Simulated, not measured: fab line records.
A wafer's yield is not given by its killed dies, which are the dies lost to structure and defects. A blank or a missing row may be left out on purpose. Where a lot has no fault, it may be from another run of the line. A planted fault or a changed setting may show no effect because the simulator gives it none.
Split-lot experiment -- flow rit-cmos -- 5 lots, 23 wafers read, on a route of 202 steps

SPLIT DETAILS
At RIT_CONTACT_EXPOSE_05 (exposes mask M11, target cd 1000 nm), the setting dose-mj was moved away from the recipe's 250 on 9 of the 23 wafers read, by -6.9% to +3.1%. This setting was run at the recipe's value on the other wafers.

FROM THE SPLIT TO THE READING: what the file shows between them, 5 steps
- RIT_CONTACT_PEB_06
- RIT_CONTACT_DEVELOP_07: develop time 120 s
- RIT_CONTACT_CD_MEAS_08: target cd 1000 nm
- RIT_CONTACT_ETCH_11: etches SiO2 in CHF3/CF4/Ar, stops on TiSi2, target depth 480 nm, time 320 s (also split here: over-etch-frac)
- RIT_CONTACT_STRIP_12: strips in O2, time 180 s

THE READING
At RIT_CONTACT_CD_MEAS_90: cd-nm in nanometres, against a target cd of 1000 nm. On this fab line, fault-free wafers typically give 1000.2 nm with a standard deviation of 2.5 nm.

wafer,"tool, chamber at the split",dose-mj as run,against the recipe,"cd-nm, nm",against lot-mates on the recipe
L078.1,"iline-stepper-01, 0",237.2,-5.1%,983.7,-13.2
L078.2,"iline-stepper-01, 0",250,recipe,998.3,-
L078.3,"iline-stepper-01, 0",250,recipe,995.3,-
L078.5,"iline-stepper-01, 0",250,recipe,997.0,-
L078.6,"iline-stepper-01, 0",237.2,-5.1%,983.7,-13.2
L080.3,"iline-stepper-01, 0",250,recipe,1002.9,-
L080.4,"iline-stepper-01, 0",250,recipe,1002.1,-
L080.6,"iline-stepper-01, 0",250,recipe,1001.0,-
L082.1,"iline-stepper-01, 0",237.7,-4.9%,984.2,-14.2
L082.2,"iline-stepper-01, 0",250,recipe,998.4,-
L082.3,"iline-stepper-01, 0",250,recipe,998.9,-
L082.4,"iline-stepper-01, 0",250,recipe,997.9,-
L082.6,"iline-stepper-01, 0",237.7,-4.9%,982.8,-15.6
L083.1,"iline-stepper-02, 0",250,recipe,1003.1,-
L083.2,"iline-stepper-02, 0",250,recipe,1003.4,-
L083.3,"iline-stepper-02, 0",250,recipe,1004.8,-
L083.5,"iline-stepper-02, 0",232.7,-6.9%,983.2,-20.6
L083.6,"iline-stepper-02, 0",232.7,-6.9%,985.6,-18.2
L085.1,"iline-stepper-01, 0",257.7,+3.1%,1010.5,+8.1
L085.2,"iline-stepper-01, 0",250,recipe,1004.0,-
L085.4,"iline-stepper-01, 0",257.7,+3.1%,1010.4,+8.0
L085.5,"iline-stepper-01, 0",250,recipe,1000.8,-
L085.6,"iline-stepper-01, 0",257.7,+3.1%,1011.5,+9.1

THE FIT
A straight line over all 23 wafers: cd-nm changes by +2.94 nm for each +1% of dose-mj; r = +0.95; the points scatter about the line by 2.9 nm.
The same after taking each lot's own level away (the mean of its wafers on the recipe; 23 wafers): +2.78 nm for each +1%; r = +0.99; scatter 1.1 nm.
Per that fit: largest dose-mj move, reading shift of 19 nm.
The span of the lots' own levels, 996.87 to 1003.77 nm, comes to 2.8 times the standard deviation stated above.
Hence the lot-to-lot level has little effect on the slope; both slopes agree.
Check: with one of the wafers moved furthest among these (-6.9%) left out of the fit, the line predicts -18.9 nm for it against its lot-mates. Against them it came out at -20.6 nm.

THESE WAFERS: OTHER SPLITS
These wafers also went through other splits before the reading. Each is held against what the fit with the lots' levels taken away leaves over:
other split on the same wafers,wafers away from the commonest value,r with cd-nm (lot level and that fit taken away)
RIT_SDANNEAL_RTA_03 time-s,10,-0.12
RIT_CONTACT_ETCH_11 over-etch-frac,8,+0.12

THE WHOLE CHAIN: every reading that the file lists as answering this split, in the file's order
step,what it does,reading,change (the file's fit),r (the file's)
RIT_CONTACT_CD_MEAS_08,target cd 1000 nm,cd-nm,+2.76 nm for each +1% of the setting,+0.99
RIT_CONTACT_ETCH_11,"etches SiO2 in CHF3/CF4/Ar, stops on TiSi2, target depth 480 nm, time 320 s","CONTACT.cd-nm (the simulator's own value, which no gauge read)",+2.79 nm for each +1% of the setting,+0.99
RIT_CONTACT_CD_MEAS_90,target cd 1000 nm,cd-nm,+2.79 nm for each +1% of the setting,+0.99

THE FILE'S OWN FIT
cd-nm changes by +2.79 nm for each +1% of dose-mj, r = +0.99.
